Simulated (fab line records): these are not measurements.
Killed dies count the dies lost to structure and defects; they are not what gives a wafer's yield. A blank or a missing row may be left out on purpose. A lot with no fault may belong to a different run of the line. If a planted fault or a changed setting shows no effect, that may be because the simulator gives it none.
A lot that was struck, set against a sound lot -- flow rit cmos -- 44 out of 202 route steps
Sound: the wafers L968.1, L968.2, L968.5. Wafers struck: L979.1, L979.5, L979.6. The cause is named last.
Order at every step that has rows: each side's tool, ch and its chambers, its first start. Under that, the readings that differ: sound wafers -- struck wafers -- difference of the means -- sigmas: that difference in standard deviations of wafers without a fault.
alike: words and numbers the same on both sides, and readings whose means are apart by under 2 such deviations; not compared: readings that were withheld, readings missing a value for some wafer, numbers with overlapping values and no deviation given by the record, and bounds like >300 which may hide the same value.
The two part at a step that has a row with sigmas, a row that says differs or no value, or rows on one side only. Numbers that don't overlap but have no deviation are shown without sigmas and don't part them. A reading missing from all wafers of one side parts the sides only when that side holds two or more wafers.

first, 4 steps without rows for these wafers: RIT_PLDD_SOFTBAKE_02 (time 60 s); RIT_PLDD_EXPOSE_03 (exposes mask M8, target cd 40900 nm); RIT_PLDD_PEB_04; RIT_PLDD_DEVELOP_05 (develop time 50 s).
RIT_PLDD_OVL_MEAS_06:
  sound on overlay-02 at day 4 04:54; struck on overlay-01 at day 6 09:47
  alike: PLDD_OVL
then, 2 steps without rows for these wafers: RIT_PLDD_HARDBAKE_07 (time 60 s); RIT_PLDD_IMPLANT_08.
RIT_PLDD_STRIP_09: strips in O2, time 180 s.
  sound on plasma asher-01 ch 0,1, day 4 05:14; struck on plasma asher-04 ch 0,1, day 6 10:07
  alike: drypump motor current A
  not compared: rf hours counter h
RIT_PLDD_TW_MEAS_10:
  sound on film metro-03 at day 4 05:25; struck on film metro-03 at day 6 10:18
  alike: PLDD_TW
then, 3 steps without rows for these wafers: RIT_SPACER_CLEAN_00 (cleans in SC1, time 600 s); RIT_SPACER_CLEAN_01 (cleans in dHF, time 30 s); RIT_SPACER_CLEAN_02 (cleans in SC2, time 600 s).
RIT_SPACER_CVD_03: deposits Si3N4 from SiH2Cl2/NH3, target thk 250 nm, time 3300 s.
  sound on lpcvd-02 ch 0, day 4 06:44; struck on lpcvd-01 ch 1, day 6 10:46
reading,sound,struck,difference,sigmas
model.Si3N4_of_SPACER_CVD_03.thk nm (nm),246 246.1 247.4,228.5 227.6 228.5,-18.3,
RIT_SPACER_THK_MEAS_04:
  sound on film metro-01 at day 4 08:40; struck on film metro-01 at day 6 13:38
reading,sound,struck,difference,sigmas
SPACER_NITRIDE_THK (nm),245.9 246.3 247.3,228.6 227.7 228.5,-18.2,-8
RIT_SPACER_ETCHBACK_05: etches Si3N4 in SF6/CHF3, stops on SiO2, target depth 250 nm, time 240 s.
  sound on rie diel-03 ch 0,1,2, day 4 08:43; struck on rie diel-03 ch 1,2, day 6 13:41
reading,sound,struck,difference,sigmas
oes product au (a.u.),0.825 0.842 0.843,0.790 0.783 0.798,-0.046,-4
model.etch.depth nm (nm),246 246.1 247.4,228.5 227.6 228.5,-18.3,
  alike: drypump motor current A, throttle valve pct
  not compared: rf hours counter h
then, 6 steps without rows for these wafers: RIT_NSD_HMDS_00 (prime time 60 s); RIT_NSD_COAT_01 (resist thk 1000 nm); RIT_NSD_SOFTBAKE_02 (time 60 s); RIT_NSD_EXPOSE_03 (exposes mask M9, target cd 40700 nm); RIT_NSD_PEB_04; RIT_NSD_DEVELOP_05 (develop time 50 s).
RIT_NSD_OVL_MEAS_06:
  sound on overlay-02 at day 4 09:50; struck on overlay-01 at day 6 14:41
  alike: NSD_OVL
then, 2 steps without rows for these wafers: RIT_NSD_HARDBAKE_07 (time 60 s); RIT_NSD_IMPLANT_08.
RIT_NSD_STRIP_09: strips in O2, time 180 s.
  sound on plasma asher-04 ch 0,1, day 4 10:11; struck on plasma asher-03 ch 0,1, day 6 15:02
  alike: drypump motor current A
  not compared: rf hours counter h
RIT_NSD_TW_MEAS_10:
  sound on film metro-03 at day 4 10:21; struck on film metro-03 at day 6 15:12
  alike: NSD_TW
then, 6 steps without rows for these wafers: RIT_PSD_HMDS_00 (prime time 60 s); RIT_PSD_COAT_01 (resist thk 1000 nm); RIT_PSD_SOFTBAKE_02 (time 60 s); RIT_PSD_EXPOSE_03 (exposes mask M10, target cd 40900 nm); RIT_PSD_PEB_04; RIT_PSD_DEVELOP_05 (develop time 50 s).
RIT_PSD_OVL_MEAS_06:
  sound on overlay-02 at day 4 11:23; struck on overlay-02 at day 6 16:07
  alike: PSD_OVL
then, 2 steps without rows for these wafers: RIT_PSD_HARDBAKE_07 (time 60 s); RIT_PSD_IMPLANT_08.
RIT_PSD_STRIP_09: strips in O2, time 180 s.
  sound on plasma asher-02 ch 0,1, day 4 11:43; struck on plasma asher-04 ch 0,1, day 6 16:27
  alike: drypump motor current A
  not compared: rf hours counter h
RIT_PSD_TW_MEAS_10:
  sound on film metro-04 at day 4 11:54; struck on film metro-03 at day 6 16:38
  alike: PSD_TW
then, 3 steps without rows for these wafers: RIT_SDANNEAL_CLEAN_00 (cleans in SC1, time 600 s); RIT_SDANNEAL_CLEAN_01 (cleans in dHF, time 30 s); RIT_SDANNEAL_CLEAN_02 (cleans in SC2, time 600 s).
RIT_SDANNEAL_RTA_03: time 5 s.
  sound on rtp anneal-01 ch 0, day 4 12:22; struck on rtp anneal-02 ch 0, day 6 17:05
  alike: anneal temp c max, wafer_temp_C_max
RIT_SDANNEAL_RS_MEAS_04: measures by four-point-probe.
  sound on film metro-03 at day 4 12:25; struck on film metro-02 at day 6 17:09
  alike: PSD_RS
RIT_SILICIDE_WET_ETCH_00: etches SiO2 in BOE, target depth 14 nm, time 15 s.
  sound on wet bench-04 ch 1, day 4 12:54; struck on wet bench-04 ch 1, day 6 17:38
reading,sound,struck,difference,sigmas
model.Si3N4_of_SPACER_CVD_03.thk nm (nm),189.2 191.9 194.6,176.9 179.5 177,-14.1,
RIT_M1_PROBE_99:
  sound on prober-02 at day 4 19:47; struck on prober-01 at day 7 01:04
reading,sound,struck,difference,sigmas
killed_at_M0_to_M3,0 1 0,0 0 0,+0,-3
killed at contacts,1 0 0,0 0 0,+0,-2
model.etest.pplus sal.width nm (nm),3460 3454 3451,3505 3468 3510,+39,
  alike: killed at front end, killed dies, killed open, killed short
  not compared: model.etest.nmos_0p15.r on ohm um, model.etest.nmos_0p3.r on ohm um, model.etest.nplus sal.width nm, model.etest.pwell pinched.rs ohm sq, model.etest.nwell pinched.rs ohm sq, model.etest.diode pplus nwell.bv v, model.etest.nmos_0p15.tox inv nm

## WHERE THEY PART
Earliest at RIT_SPACER_THK_MEAS_04; latest, in this record, at RIT_M1_PROBE_99.

WHY: what had been put in by the simulator
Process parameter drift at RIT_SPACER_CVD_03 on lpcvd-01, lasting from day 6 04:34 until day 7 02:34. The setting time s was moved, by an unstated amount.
